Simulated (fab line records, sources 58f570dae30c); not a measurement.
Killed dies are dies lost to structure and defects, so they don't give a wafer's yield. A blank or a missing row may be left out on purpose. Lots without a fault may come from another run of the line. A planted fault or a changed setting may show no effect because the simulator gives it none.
Split-lot experiment | flow berkeley_cmos170 | 5 lots, 23 wafers read, on a route of 331 steps

THE SPLIT
At UCB170_CONTACT_PEB_13, the setting peb_temp_c was moved away from the recipe's 130 C on 12 of the 23 wafers read, by -0.8% to +2.4%. The other wafers ran this setting at the recipe's value.

FROM THE SPLIT TO THE READING: what the file shows between them, 5 steps
- UCB170_CONTACT_DEVELOP_14: develop time 45 s
- UCB170_CONTACT_CD_MEAS_15: target cd 700 nm
- UCB170_CONTACT_ETCH_17: etches BARC in N2/H2
- UCB170_CONTACT_ETCH_18: etches PSG in CHF3/CF4/Ar, stops on TiSi2, target depth 840 nm, time 195 s
- UCB170_CONTACT_STRIP_19: strips in O2

THE READING
cd_nm, in nm, at UCB170_CONTACT_CD_MEAS_90 (target cd 700 nm). Fault-free wafers of this fab line usually give 699.4 nm, standard deviation 1.7 nm.

wafer  | tool, chamber at the split | peb_temp_c as run, C | against the recipe | cd_nm, nm | against lot-mates on the recipe
L076.1 | litho_track-01, 0          | 131                  | +0.8%              | 705.5     | +5.5
L076.2 | litho_track-01, 0          | 131                  | +0.8%              | 706.9     | +6.9
L076.4 | litho_track-01, 0          | 131                  | +0.8%              | 706.8     | +6.8
L076.5 | litho_track-01, 0          | 130                  | recipe             | 699.4     | -
L076.6 | litho_track-01, 0          | 130                  | recipe             | 700.5     | -
L074.2 | litho_track-04, 0          | 130                  | recipe             | 701.7     | -
L074.3 | litho_track-04, 0          | 130                  | recipe             | 701.9     | -
L074.5 | litho_track-04, 0          | 130                  | recipe             | 702.0     | -
L081.2 | litho_track-02, 0          | 133.1                | +2.4%              | 714.9     | +17.3
L081.3 | litho_track-02, 0          | 130                  | recipe             | 698.0     | -
L081.4 | litho_track-02, 0          | 130                  | recipe             | 697.2     | -
L081.5 | litho_track-02, 0          | 133.1                | +2.4%              | 715.6     | +18.0
L081.6 | litho_track-02, 0          | 133.1                | +2.4%              | 716.0     | +18.4
L080.1 | litho_track-01, 0          | 132.6                | +2.0%              | 713.7     | +15.2
L080.3 | litho_track-01, 0          | 130                  | recipe             | 699.7     | -
L080.4 | litho_track-01, 0          | 132.6                | +2.0%              | 713.4     | +14.9
L080.5 | litho_track-01, 0          | 130                  | recipe             | 697.3     | -
L080.6 | litho_track-01, 0          | 132.6                | +2.0%              | 713.2     | +14.7
L083.1 | litho_track-02, 0          | 128.9                | -0.8%              | 691.0     | -8.7
L083.2 | litho_track-02, 0          | 128.9                | -0.8%              | 693.0     | -6.7
L083.3 | litho_track-02, 0          | 130                  | recipe             | 700.0     | -
L083.5 | litho_track-02, 0          | 130                  | recipe             | 699.4     | -
L083.6 | litho_track-02, 0          | 128.9                | -0.8%              | 692.5     | -7.2

THE FIT
A straight line over all 23 wafers: cd_nm changes by +7.05 nm for each +1% of peb_temp_c; r = +0.98; the points scatter about the line by 1.5 nm.
The same after taking each lot's own level away (the mean of its wafers on the recipe; 23 wafers): +7.7 nm for each +1%; r = +1.00; scatter 0.77 nm.
On that fit, the largest move of peb_temp_c shifts the reading by 18 nm.
The lots' own levels span 697.60 to 701.87 nm, that is 2.5 times the standard deviation above.
So the lot-to-lot level changes the slope little: the two slopes agree.
Check: with one of the wafers moved furthest among these (+2.4%) left out of the fit, the line predicts +18.4 nm for it against its lot-mates. It came out at +17.3 nm against them.

THE WHOLE CHAIN: every reading that the file lists as answering this split, in the file's order
step                      | what it does                                                               | reading                                                        | change (the file's fit)              | r (the file's)
UCB170_CONTACT_CD_MEAS_15 | target cd 700 nm                                                           | cd_nm                                                          | +7.69 nm for each +1% of the setting | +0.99
UCB170_CONTACT_ETCH_17    | etches BARC in N2/H2                                                       | CONTACT.cd_nm (the simulator's own value, which no gauge read) | +7.59 nm for each +1% of the setting | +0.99
UCB170_CONTACT_ETCH_18    | etches PSG in CHF3/CF4/Ar, stops on TiSi2, target depth 840 nm, time 195 s | CONTACT.cd_nm (the simulator's own value, which no gauge read) | +7.55 nm for each +1% of the setting | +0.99
UCB170_CONTACT_CD_MEAS_90 | target cd 700 nm                                                           | cd_nm                                                          | +7.64 nm for each +1% of the setting | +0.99

THE FILE'S OWN FIT
cd_nm changes by +7.64 nm for each +1% of peb_temp_c, r = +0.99.
